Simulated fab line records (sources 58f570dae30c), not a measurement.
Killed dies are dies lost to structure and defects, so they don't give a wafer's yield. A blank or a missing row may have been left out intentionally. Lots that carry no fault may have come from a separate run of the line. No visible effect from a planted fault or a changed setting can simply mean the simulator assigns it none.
8D (eight disciplines) problem report, filled in by code    flow berkeleyCmos170    the parts of the form that need people (team, actions taken, sign-off) are left out

## 1. PROBLEM STATEMENT
Across 2 wafers from 2 lots, V1_POLISHED_THK at UCB170_V1_THK_MEAS_04 averages 1341.6 nm, while fault-free wafers read 999.6 nm with a standard deviation of 1.1. That is +99 or more standard deviations from the usual mean.
Earliest sighting: wafer L341.1 on filmMetro-02 at day 11 00:20. The record has a number at this step for 42 wafers belonging to 14 lots. Rule for "out", or "out of limits": more than 4 standard deviations from the usual mean. The other wafers with a number count as sound.

## 2. WHAT IT IS, WHAT IT ISN'T
question                     is                          is not
which readings at this step  V1_POLISHED_THK             -
which lots                   L341, L345                  L332, L333, L334, L335, L336, L337, L338, L342, L344, L348, L350, L355
which wafers of those lots   L341.1, L345.1              L341.2, L341.3, L345.4, L345.5
read on which gauges         filmMetro-01, filmMetro-02  filmMetro-04
when                         from day 11 00:20           up to then (26 sound wafers); but 14 sound wafers of L344, L345, L348, L350, L355 came after

## 3. WHAT RULES OUT EACH SUSPECT
Counting: if a tool at a process step up to the reading ran every lot that is out, it stays a suspect. Sound lots after the first of them don't rule it out here, since some wafers of a struck lot are sound.
- ruled out: the gauge at UCB170_V1_THK_MEAS_04. Those wafers that are out were read across 2 gauges (filmMetro-01, filmMetro-02).
- rtpAnneal-02 at UCB170_CONTACT_RTA_08 (time 10 s): kept. Every lot that is out went through it, the first being L341 (day 10 18:50); the last sound lot it ran before that was L338 (day 9 19:08).
- cmp-02 at UCB170_V1_CMP_02 (polishes SiO2): kept. Every lot that is out went through it, the first being L341 (day 10 23:55); the last sound lot it ran before that was L337 (day 9 22:08).
- Within cmp-02 at UCB170_V1_CMP_02: the wafers that are out ran in chamber 0; their sound lot-mates ran in chambers 1, 2, 3.
After counting, rtpAnneal-02 at UCB170_CONTACT_RTA_08 and cmp-02 at UCB170_V1_CMP_02 remain.

## 4. THE CAUSE (what the simulator had put in)
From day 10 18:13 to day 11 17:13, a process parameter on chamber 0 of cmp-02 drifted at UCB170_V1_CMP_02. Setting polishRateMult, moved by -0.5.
2 suspects survive the count, and this tool is in that group.

## 5. THE EFFECT CHAIN, in route order
Each row: a reading whose mean over the struck wafers that have a number lies more than 3 standard deviations from the usual. Readings are gone through only where the record gives a usual standard deviation; hours: the median, over the lots, of the time from a lot's start at the first step in this table giving one to that lot's start at this step; sigmas: the change measured in usual standard deviations.
hours  step                   reading              usual       on struck wafers  change  sigmas
0      UCB170_V1_THK_MEAS_04  V1_POLISHED_THK      999.6 nm    1341.6            +342.0  +99 or more
3      UCB170_V1_ETCH_14      oesProductAu         0.870 a.u.  1.004             +0.134  +14
13     UCB170_M3_PROBE_99     defectLimitedYield   98.8 %      0.0               -98.8   -99 or more
13     UCB170_M3_PROBE_99     killed_at_M0_to_M3   0.9         261.5             +260.6  +99 or more
13     UCB170_M3_PROBE_99     killedDies           3.1         264.0             +260.9  +99 or more
13     UCB170_M3_PROBE_99     killedOnRim          0.8         70.0              +69.2   +80
13     UCB170_M3_PROBE_99     sort_bin_5_function  0.7 %       99.8              +99.1   +99 or more
13     UCB170_M3_PROBE_99     sortNPass            260.9       0.0               -260.9  -99 or more
13     UCB170_M3_PROBE_99     sortYieldPct         98.8 %      0.0               -98.8   -99 or more
Here are the process steps it includes:
- UCB170_V1_ETCH_14: etches SiO2 in CHF3/CF4/Ar, stops on Al, target depth 1250 nm, time 291 s.
- UCB170_M3_PROBE_99
Later measuring or inspecting steps at which every struck wafer that the step has a row for has a number for every such reading, and none has moved that far: UCB170_V1_OVL_MEAS_13.

## 6. WHAT WOULD HAVE CAUGHT IT SOONER
The first out-of-limits reading at a measuring or inspecting step in this record came at day 11 00:20, 6 hours after the fault's start at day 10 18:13.
No tool reading at UCB170_V1_CMP_02 that has a usual standard deviation in the record was out on any struck wafer, so an alarm limit of 4 standard deviations on those readings would not have fired.
Of the lots that are out (2), L345 began UCB170_V1_CMP_02 on cmp-02 after day 11 00:20. Had the tool been put on hold then, it would have been spared.
